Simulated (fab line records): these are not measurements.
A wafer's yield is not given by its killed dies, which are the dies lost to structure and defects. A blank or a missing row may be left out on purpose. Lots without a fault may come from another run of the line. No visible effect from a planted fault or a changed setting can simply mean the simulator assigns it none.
Split-lot experiment -- flow rit-cmos -- 23 wafers read across 5 lots, on a route 202 steps long

== THE SPLIT ==
At RIT_NWELL_IMPLANT_08, the setting energy-kev was moved away from the recipe's 170 on 6 of the 23 wafers read, by -5.7% to -4.6%. For the rest of the wafers, this setting stayed at what the recipe calls for.

The split's own step is where the reading is taken.

== THE READING ==
In nm, at RIT_NWELL_IMPLANT_08: implant.drp-nm, which is the simulator's own figure and was read by no gauge. There is no usual value for it anywhere in the file.

wafer,"tool, chamber at the split",energy-kev as run,against the recipe,"implant.drp-nm, nm",against lot-mates on the recipe
L075.1,"implanter-03, 0",162.2,-4.6%,66.49,-2.33
L075.3,"implanter-03, 0",162.2,-4.6%,66.49,-2.33
L075.6,"implanter-03, 0",162.2,-4.6%,66.49,-2.33
L075.2,"implanter-03, 0",170,recipe,68.82,-
L075.5,"implanter-03, 0",170,recipe,68.82,-
L076.1,"implanter-01, 0",170,recipe,68.82,-
L076.3,"implanter-01, 0",170,recipe,68.82,-
L076.6,"implanter-01, 0",170,recipe,68.82,-
L077.1,"implanter-04, 0",160.3,-5.7%,65.91,-2.91
L077.5,"implanter-04, 0",160.3,-5.7%,65.91,-2.91
L077.6,"implanter-04, 0",160.3,-5.7%,65.91,-2.91
L077.3,"implanter-04, 0",170,recipe,68.82,-
L077.4,"implanter-04, 0",170,recipe,68.82,-
L080.1,"implanter-04, 0",170,recipe,68.82,-
L080.2,"implanter-04, 0",170,recipe,68.82,-
L080.3,"implanter-04, 0",170,recipe,68.82,-
L080.4,"implanter-04, 0",170,recipe,68.82,-
L080.6,"implanter-04, 0",170,recipe,68.82,-
L084.1,"implanter-01, 0",170,recipe,68.82,-
L084.2,"implanter-01, 0",170,recipe,68.82,-
L084.4,"implanter-01, 0",170,recipe,68.82,-
L084.5,"implanter-01, 0",170,recipe,68.82,-
L084.6,"implanter-01, 0",170,recipe,68.82,-

FIT RESULTS
A straight line over all 23 wafers: implant.drp-nm changes by +0.509 nm for each +1% of energy-kev; r = +1.00; the points scatter about the line by 0.0029 nm.
The same after taking each lot's own level away (the mean of its wafers on the recipe; 23 wafers): +0.509 nm for each +1%; r = +1.00; scatter 0.0029 nm.
Per that fit: largest energy-kev move, reading shift of 2.9 nm.
The lots' own levels span 68.820 to 68.820 nm.
The two slopes agree, so the slope changes little with the lot-to-lot level.
Check: -2.9 nm against its lot-mates is what the line predicts for one of the wafers moved furthest among these (-5.7%) when that wafer is left out of the fit. Against them it came out at -2.91 nm.

== THESE WAFERS: OTHER SPLITS ==
Note: prior to the reading, these wafers also went through further splits. Each is held against what the fit with the lots' levels taken away leaves over:
other split on the same wafers,wafers away from the commonest value,r with implant.drp-nm (lot level and that fit taken away)
RIT_ACTIVE_CVD_03 time-s,15,-0.47
RIT_ACTIVE_DEVELOP_10 dev-temp-c,8,-0.14
RIT_FOX2_OXIDATION_00 temp-c,18,-0.71
RIT_NWELL_COAT_01 spin-rpm,9,+0.13

== THE WHOLE CHAIN: every reading that the file lists as answering this split, in the file's order ==
step,what it does,reading,change (the file's fit),r (the file's)
RIT_NWELL_IMPLANT_08,,"implant.rp-nm (the simulator's own value, which no gauge read)",+2.23 nm for each +1% of the setting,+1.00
RIT_NWELL_IMPLANT_08,,"implant.drp-nm (the simulator's own value, which no gauge read)",+0.51 nm for each +1% of the setting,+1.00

== THE FILE'S OWN FIT ==
implant.drp-nm changes by +0.51 nm for each +1% of energy-kev, r = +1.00.
